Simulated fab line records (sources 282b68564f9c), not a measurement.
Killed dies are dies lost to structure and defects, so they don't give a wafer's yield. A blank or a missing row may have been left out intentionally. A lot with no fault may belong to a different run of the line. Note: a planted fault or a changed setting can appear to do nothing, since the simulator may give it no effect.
2 desks looking at one fault -- flow rit cmos -- every desk sees just its own numbers, and what lay behind them comes last

## THE TOOL OWNER'S DESK: implanter-02
RIT_PWELL_IMPLANT_08, tool's own readings: per-lot mean of the sampled wafers with a number, covering each lot this tool ran. A lot is out of limits, marked OUT, if its mean lies more than 4 standard deviations from the usual mean; the brackets give that distance.
Columns: A = tilt deg at RIT_PWELL_IMPLANT_08, usual 6.999 degrees
lot,first seen here,A
L587,day 2 03:56,6.996
L593,day 3 09:34,7.001
L596,day 4 03:22,6.987
L607,day 6 07:19,3.734 (-99 or more) OUT
L608,day 6 13:03,3.722 (-99 or more) OUT
Finding of this desk: L607, L608 out of limits; the first was L607 at day 6 07:19, on tilt deg at RIT_PWELL_IMPLANT_08. Within limits: L587, L593, L596.

## FROM THE METROLOGY DESK
What the gauges read, lot by lot, whatever tool the lot ran on: means of the sampled wafers that have a number. A lot is out of limits, marked OUT, if its mean lies more than 4 standard deviations from the usual mean; the brackets give that distance.
Columns: A = NWELL_TW at RIT_NWELL_TW_MEAS_10, usual 2129; B = PWELL_OVL at RIT_PWELL_OVL_MEAS_06, usual -0.6 nm; C = PWELL_TW at RIT_PWELL_TW_MEAS_10, usual 949; D = NWELL_RS at RIT_WELLDRIVE_RS_MEAS_01, usual 275.6 ohm/sq; E = PWELL_RS at RIT_WELLDRIVE_RS_MEAS_02, usual 429.3 ohm/sq
lot,first seen here,A,B,C,D,E
L587,day 2 02:40,2156,-0.5,936,276.7,431.2
L589,day 2 11:55,2164,-2.2,937,276.3,430.6
L593,day 3 08:14,2107,0.5,947,276.3,430.2
L596,day 4 01:59,2131,-0.5,948,275.6,429.1
L607,day 6 05:56,2109,-1.8,955,276.0,426.7
L608,day 6 11:41,2116,0.1,937,276.0,425.9
This desk's finding: nothing out of limits on any of the 6 lots.

## BROUGHT TOGETHER
The tool owner's desk had the chance to raise an alarm at day 6 07:19 on L607, L608.
Metrology desk: nothing out of limits seen.
The metrology desk holds a record of L607, L608, inside its limits.
The lots listed all ran RIT_PWELL_IMPLANT_08 on implanter-02.

## WHAT THE SIMULATOR PUT IN
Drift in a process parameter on implanter-02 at RIT_PWELL_IMPLANT_08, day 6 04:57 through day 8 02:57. From 7, the setting tilt deg moved by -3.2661. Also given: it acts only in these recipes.
Struck lots among those shown: L607, L608.
Delay in hours, fault start to first out-of-limits reading, by desk: the tool owner's desk at 2.
